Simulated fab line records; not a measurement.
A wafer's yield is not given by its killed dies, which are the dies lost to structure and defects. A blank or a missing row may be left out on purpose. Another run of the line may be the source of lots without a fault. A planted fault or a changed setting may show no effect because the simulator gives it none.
fab line records ; flow rit_cmos
record lots=14; wafers=42; last_day=7
route steps=202 shown M1@196
lots that met no fault: from a run of the same line without faults
start_h: hours from the record's opening day to when the first of the lot's shown wafers began ; wait_h: hours since the lot's step before ; " unchanged from the row above ; L1.1+2: several wafers, shown together as one row ; - no value present, or no start provided ; * or withheld: withheld ; < > ~ a bound
route shown NAME@n: NAME is a module with steps in the file, n the number in the route of the first one ; usual: average and standard deviation across the fault-free wafers ; same: alike in all rows ; chamber/n: place in a boat ; sites: readings site by site ; _std_site: how widely they spread, as a standard deviation ; _edge_site: outer sites' mean less inner sites' ; radius_mm: for every site, how far away it sits from the centre of the wafer ; mask NAME#n: copy n ; behind: tool/chamber where the wafer was last shaped ; hold: the reason the lot was held/the length of the hold in hours/how it ended ; device: the n, p or np transistor that did not switch ; end of line: at the end of the route, the tests of the same wafers ; where a step has no rows: the recipe by itself ; killed: dies that structure and defects cost at the first sort, which is not the same as the wafer's yield ; map: dies across one wafer; x = killed, . = not, _ = none there
set.NAME: the setting that was run; set.NAME@STEP: the one run at that earlier step ; model.NAME: the simulator's own value behind a step, which no gauge read
one table for each step of the route and one row for each wafer, over a sample of lots
services: when a tool's chamber went out of use (start_h, in hours from the record's first day, below 0 if earlier), for how many hours, and the reason
## steps
# step RIT_M1_METAL_ETCH_12
# recipe stop_on=SiO2; chemistry=Cl2/BCl3; target=Al; time_s=165; over_etch_frac=0.5; pressure_mtorr=100; target_depth_a=6000; rf_w=250; Cl2_flow_sccm=60; bcl3_flow_sccm=50
# usual drypump_motor_current_A=5.71/0.19; oes_product_au=0.778/0.011; rf_fwd_power_W=249.0/0.71; throttle_valve_pct=8.27/0.14
# same over_etch_frac=0.5
lot.wafer;tool;chamber;start_h;wait_h;drypump_motor_current_A;oes_product_au;rf_fwd_power_W;rf_hours_counter_h;throttle_valve_pct
L471.1;rie_metal-03;1;65.45;0.2;5.41;0.780;247.9;1;8.36
L471.4;rie_metal-03;1;65.45;0.2;5.44;0.791;248.7;-;8.37
L471.5;rie_metal-03;1;65.45;0.2;5.44;0.781;248.8;-;8.37
L472.1;rie_metal-04;0;67.41;0.2;5.82;0.782;249.4;33;8.45
L472.3;rie_metal-04;1;67.41;0.2;6.00;0.776;249.3;-;8.37
L472.6;rie_metal-04;0;67.41;0.2;5.81;0.782;248.9;-;8.44
L473.3;rie_metal-01;0;71.66;0.2;5.68;0.788;249.8;-;8.32
L473.4;rie_metal-01;1;71.66;0.2;5.81;0.778;250.5;-;8.09
L473.5;rie_metal-01;0;71.66;0.2;5.68;0.791;250.1;-;8.29
L474.2;rie_metal-03;1;79.60;0.2;5.40;0.785;248.5;1;8.35
L474.5;rie_metal-03;1;79.60;0.2;5.44;0.797;247.7;-;8.34
L474.6;rie_metal-03;0;79.60;0.2;5.61;0.785;248.7;-;8.08
L476.1;rie_metal-01;1;83.55;0.2;5.78;0.754;249.4;4;8.09
L476.3;rie_metal-01;1;83.55;0.2;5.78;0.764;248.8;-;8.08
L476.4;rie_metal-01;0;83.55;0.2;5.67;0.782;249.9;-;8.31
L479.1;rie_metal-01;0;99.68;0.2;5.69;0.776;422.1;4;8.28
L479.2;rie_metal-01;1;99.68;0.2;5.80;0.768;424.1;4;8.07
L479.3;rie_metal-01;0;99.68;0.2;5.68;0.775;422.6;-;8.32
L482.1;rie_metal-01;1;114.19;0.2;5.78;0.764;423.9;5;8.07
L482.3;rie_metal-01;1;114.19;0.2;5.79;0.766;424.8;-;8.07
L482.4;rie_metal-01;0;114.19;0.2;5.69;0.785;425.3;-;8.30
L484.2;rie_metal-04;1;129.96;0.2;5.99;0.781;249.6;35;8.37
L484.5;rie_metal-04;1;129.96;0.2;6.00;0.775;250.0;-;8.37
L484.6;rie_metal-04;0;129.96;0.2;5.82;0.774;249.7;-;8.47
L486.1;rie_metal-03;1;142.15;0.2;5.38;0.793;248.2;2;8.36
L486.4;rie_metal-03;0;142.15;0.2;5.68;0.776;249.0;-;8.05
L486.5;rie_metal-03;0;142.15;0.2;5.71;0.787;248.2;-;8.07
L488.3;rie_metal-03;0;150.45;0.2;5.70;0.769;249.1;-;8.08
L488.4;rie_metal-03;1;150.45;0.2;5.40;0.786;249.0;-;8.36
L488.5;rie_metal-03;1;150.45;0.2;5.40;0.777;248.7;-;8.37
L490.1;rie_metal-04;0;156.58;0.2;5.82;0.800;248.9;0;8.47
L490.3;rie_metal-04;0;156.58;0.2;5.85;0.807;249.4;-;8.44
L490.5;rie_metal-04;1;156.58;0.2;6.01;0.780;250.0;-;8.36
L491.1;rie_metal-03;1;161.21;0.2;5.39;0.780;248.2;2;8.38
L491.5;rie_metal-03;0;161.21;0.2;5.67;0.792;249.6;-;8.08
L491.6;rie_metal-03;1;161.21;0.2;5.43;0.774;248.4;-;8.38
L493.1;rie_metal-04;0;168.46;0.2;5.83;0.796;249.4;0;8.46
L493.2;rie_metal-04;1;168.46;0.2;6.00;0.789;248.1;0;8.36
L493.4;rie_metal-04;0;168.46;0.2;5.85;0.785;249.2;-;8.45
L494.4;rie_metal-03;1;173.46;0.2;5.42;0.781;249.3;-;8.37
L494.5;rie_metal-03;1;173.46;0.2;5.39;0.781;249.2;-;8.36
L494.6;rie_metal-03;1;173.46;0.2;5.41;0.779;248.9;-;8.34
# step RIT_M1_CD_MEAS_90
# recipe target_cd_nm=2600
# usual cd_nm=2600.1/2.3
lot.wafer;tool;chamber;start_h;wait_h;cd_nm
L471.1;cd_sem-02;-;65.96;0.1;2603.2
L471.4;cd_sem-02;-;65.96;0.1;2603.8
L471.5;cd_sem-02;-;65.96;0.1;2604.1
L472.1;cd_sem-01;-;67.92;0.1;2598.5
L472.3;cd_sem-01;-;67.92;0.1;2600.2
L472.6;cd_sem-01;-;67.92;0.1;2600.4
L473.3;cd_sem-01;-;72.16;0.1;2600.8
L473.4;cd_sem-01;-;72.16;0.1;2599.0
L473.5;cd_sem-01;-;72.16;0.1;2600.2
L474.2;cd_sem-01;-;80.24;0.2;2602.6
L474.5;cd_sem-01;-;80.24;0.2;2601.8
L474.6;cd_sem-01;-;80.24;0.2;2597.4
L476.1;cd_sem-01;-;84.07;0.1;2596.5
L476.3;cd_sem-01;-;84.07;0.1;2596.5
L476.4;cd_sem-01;-;84.07;0.1;2599.5
L479.1;cd_sem-01;-;100.19;0.1;2553.7
L479.2;cd_sem-01;-;100.19;0.1;2554.7
L479.3;cd_sem-01;-;100.19;0.1;2553.6
L482.1;cd_sem-01;-;114.70;0.1;2554.7
L482.3;cd_sem-01;-;114.70;0.1;2555.0
L482.4;cd_sem-01;-;114.70;0.1;2555.5
L484.2;cd_sem-02;-;130.49;0.1;2601.4
L484.5;cd_sem-02;-;130.49;0.1;2602.1
L484.6;cd_sem-02;-;130.49;0.1;2602.3
L486.1;cd_sem-02;-;142.66;0.1;2601.5
L486.4;cd_sem-02;-;142.66;0.1;2597.8
L486.5;cd_sem-02;-;142.66;0.1;2597.4
L488.3;cd_sem-02;-;150.95;0.1;2594.8
L488.4;cd_sem-02;-;150.95;0.1;2598.0
L488.5;cd_sem-02;-;150.95;0.1;2601.6
L490.1;cd_sem-02;-;157.10;0.1;2599.0
L490.3;cd_sem-02;-;157.10;0.1;2600.6
L490.5;cd_sem-02;-;157.10;0.1;2600.4
L491.1;cd_sem-01;-;161.74;0.1;2603.4
L491.5;cd_sem-01;-;161.74;0.1;2600.7
L491.6;cd_sem-01;-;161.74;0.1;2600.5
L493.1;cd_sem-02;-;168.99;0.1;2596.5
L493.2;cd_sem-02;-;168.99;0.1;2601.1
L493.4;cd_sem-02;-;168.99;0.1;2600.1
L494.4;cd_sem-02;-;174.03;0.1;2602.4
L494.5;cd_sem-02;-;174.03;0.1;2600.5
L494.6;cd_sem-02;-;174.03;0.1;2603.0
# step RIT_M1_PROBE_99
# usual defect_limited_yield=97.4/1.1; killed_at_M0_to_M3=0.0/0.2; killed_at_contacts=0.0/0.2; killed_at_front_end=6.8/2.9; killed_dies=6.8/2.9; killed_on_rim=1.9/1.4; killed_open=3.3/1.9; killed_short=3.5/2; sort_bin_3_pad_short=0.1/0.21; sort_bin_5_function=1.4/0.74; sort_bin_6_memory=1.1/0.67; sort_n_pass=257.2/2.9; sort_yield_pct=97.4/1.1
# same gross_dies=264; killed_at_M4_up=0; killed_at_back_side=0; killed_at_other=0
lot.wafer;tool;chamber;start_h;wait_h;defect_limited_yield[%];killed_at_M0_to_M3;killed_at_contacts;killed_at_front_end;killed_dies;killed_on_rim;killed_open;killed_short;sort_bin_3_pad_short[%];sort_bin_5_function[%];sort_bin_6_memory[%];sort_n_pass;sort_yield_pct[%]
L471.1;prober-01;-;69.60;0.1;98.5;0;0;4;4;0;2;2;0.4;0.8;0.4;260.0;98.5
L471.4;prober-01;-;69.75;0.2;97.3;0;0;7;7;1;1;6;0;1.5;1.1;257.0;97.3
L471.5;prober-01;-;69.80;0.2;97.3;0;0;7;7;2;2;5;0.4;1.5;0.8;257.0;97.3
L472.1;prober-02;-;71.10;0.1;97.7;0;0;6;6;3;3;2;0;1.1;1.1;258.0;97.7
L472.3;prober-02;-;71.20;0.2;98.9;0;0;3;3;1;3;0;0;0.4;0.8;261.0;98.9
L472.6;prober-02;-;71.35;0.2;98.5;0;0;4;4;0;1;3;0;1.1;0.4;260.0;98.5
L473.3;prober-01;-;74.02;0.2;95.5;0;0;12;12;2;7;5;0;1.5;3.0;252.0;95.5
L473.4;prober-01;-;74.07;0.2;97.7;0;0;6;6;1;1;5;0;1.9;0.4;258.0;97.7
L473.5;prober-01;-;74.12;0.2;98.5;0;0;4;4;1;2;2;0;1.1;0.4;260.0;98.5
L479.1;prober-01;-;103.40;0.4;97.7;0;0;6;6;2;3;3;0;1.9;0.4;258.0;97.7
L479.2;prober-01;-;103.45;0.4;97.7;0;1;5;6;1;2;4;0.4;1.1;0.8;258.0;97.7
L479.3;prober-01;-;103.50;0.5;96.6;0;0;9;9;0;6;3;0;2.3;1.1;255.0;96.6
L484.2;prober-02;-;132.41;0.1;97.0;0;0;8;8;1;5;3;0.4;1.1;1.5;256.0;97.0
L484.5;prober-02;-;132.56;0.2;97.3;0;0;7;7;3;4;3;0;1.1;1.5;257.0;97.3
L484.6;prober-02;-;132.61;0.2;99.6;0;0;1;1;0;1;0;0;0.4;0;263.0;99.6
L486.1;prober-02;-;145.52;0.1;98.9;0;0;3;3;1;1;2;0;0.8;0.4;261.0;98.9
L486.4;prober-02;-;145.67;0.2;97.3;0;0;7;7;0;4;3;0;2.3;0.4;257.0;97.3
L486.5;prober-02;-;145.72;0.2;98.5;0;0;4;4;3;2;2;0;0;1.5;260.0;98.5
L488.3;prober-02;-;153.97;0.2;98.5;0;0;4;4;2;4;0;0;1.5;0;260.0;98.5
L488.4;prober-02;-;154.02;0.2;97.0;0;0;8;8;1;3;5;0;0.8;2.3;256.0;97.0
L488.5;prober-02;-;154.07;0.2;96.6;0;0;9;9;3;6;3;0;2.3;1.1;255.0;96.6
L491.1;prober-01;-;163.48;0.1;97.3;0;0;7;7;1;5;2;0.4;1.5;0.8;257.0;97.3
L491.5;prober-01;-;163.68;0.2;94.7;0;0;14;14;4;7;7;0;3.4;1.9;250.0;94.7
L491.6;prober-01;-;163.73;0.2;99.2;0;0;2;2;2;1;1;0;0.4;0.4;262.0;99.2
# killed by level:class
L471.1 FOX1:geometric_particle:short=1 GATE:geometric_particle:short=1 SPACER:geometric_particle:open=1 SILICIDE:geometric_particle:open=1
L471.4 GATE:geometric_particle:short=3 FOX1:geometric_particle:short=1 GATE:geometric_particle:open=1 REOX:geometric_particle:short=1 SILICIDE:geometric_particle:short=1
L471.5 FOX1:geometric_particle:short=2 FOX2:geometric_particle:open=1 GATE:geometric_particle:short=1 REOX:geometric_particle:short=1 SPACER:geometric_particle:short=1 SILICIDE:geometric_particle:open=1
L472.1 REOX:geometric_particle:open=2 GATE:geometric_particle:short=1 GATE:geometric_particle:open=1 REOX:geometric_particle:short=1 NLDD:coat_microbubble_printed=1
L472.3 FOX2:geometric_particle:open=1 REOX:geometric_particle:open=1 SILICIDE:geometric_particle:open=1
L472.6 GATE:geometric_particle:short=3 REOX:geometric_particle:open=1
L473.3 SPACER:geometric_particle:open=3 FOX1:geometric_particle:short=2 SILICIDE:geometric_particle:open=2 FOX1:geometric_particle:open=1 GATE:geometric_particle:short=1 GATE:geometric_particle:open=1 REOX:geometric_particle:short=1 SILICIDE:geometric_particle:short=1
L473.4 SPACER:geometric_particle:short=3 SILICIDE:geometric_particle:short=2 SILICIDE:geometric_particle:open=1
L473.5 GATE:geometric_particle:short=2 GATE:geometric_particle:open=1 SILICIDE:geometric_particle:open=1
L479.1 FOX1:geometric_particle:short=3 FOX1:geometric_particle:open=1 FOX2:geometric_particle:open=1 SILICIDE:geometric_particle:open=1
L479.2 FOX2:geometric_particle:short=2 GATE:geometric_particle:open=2 GATE:geometric_particle:short=1 CONTACT:geometric_particle:short=1
L479.3 GATE:geometric_particle:open=2 REOX:geometric_particle:open=2 SPACER:geometric_particle:open=2 FOX2:geometric_particle:short=1 GATE:geometric_particle:short=1 SPACER:geometric_particle:short=1
L484.2 GATE:geometric_particle:open=3 GATE:geometric_particle:short=2 FOX1:geometric_particle:open=1 FOX2:geometric_particle:open=1 REOX:geometric_particle:short=1
L484.5 GATE:geometric_particle:open=4 GATE:geometric_particle:short=3
L484.6 SPACER:geometric_particle:open=1
L486.1 GATE:geometric_particle:short=2 FOX1:geometric_particle:open=1
L486.4 FOX1:geometric_particle:open=2 SILICIDE:geometric_particle:open=2 FOX1:geometric_particle:short=1 REOX:geometric_particle:short=1 SILICIDE:geometric_particle:short=1
L486.5 GATE:geometric_particle:short=1 REOX:geometric_particle:open=1 SPACER:geometric_particle:short=1 SPACER:geometric_particle:open=1
L488.3 FOX1:geometric_particle:open=2 GATE:geometric_particle:open=1 REOX:geometric_particle:open=1
L488.4 GATE:geometric_particle:short=4 REOX:geometric_particle:open=3 SPACER:geometric_particle:short=1
L488.5 FOX1:geometric_particle:short=2 GATE:geometric_particle:open=2 SPACER:geometric_particle:open=2 FOX1:geometric_particle:open=1 REOX:geometric_particle:short=1 REOX:geometric_particle:open=1
L491.1 SPACER:geometric_particle:open=3 REOX:geometric_particle:open=2 GATE:geometric_particle:short=1 SPACER:geometric_particle:short=1
L491.5 GATE:geometric_particle:open=5 GATE:geometric_particle:short=3 REOX:geometric_particle:short=2 SPACER:geometric_particle:open=2 FOX1:geometric_particle:short=1 SPACER:geometric_particle:short=1
L491.6 FOX1:geometric_particle:short=1 GATE:geometric_particle:open=1
## services
tool;chamber;start_h;hours;kind
rie_metal-03;-;59.71;0.1;repair
rie_metal-04;-;62.08;2.8;pm
rie_metal-04;-;81.64;0.5;repair
rie_metal-03;-;92.03;0.5;repair
rie_metal-04;-;136.12;20.0;pm
rie_metal-04;0;136.12;20.0;vent_cycle
rie_metal-04;1;136.12;20.0;vent_cycle
rie_metal-04;0;156.12;-;clean
rie_metal-04;1;156.12;-;clean
rie_metal-03;0;166.59;6.9;repair
## key
first_sign step=RIT_M1_METAL_ETCH_12; reading=rf_fwd_power_W; direction=up; sigmas=99+; usual=249.0; struck=423.8
effect step=RIT_M1_CD_MEAS_90; reading=cd_nm; direction=down; sigmas=20; usual=2600.1; struck=2554.5
met_at RIT_M1_METAL_ETCH_12
struck_lots L479,L482
onset_between 83.55 99.68
fault kind=process_parameter_drift; tool=rie_metal-01; chamber=-; onset_h=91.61; steps=RIT_M1_METAL_ETCH_12; channel=rf_w; offset=175; shape=step; end_h=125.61; stated=250
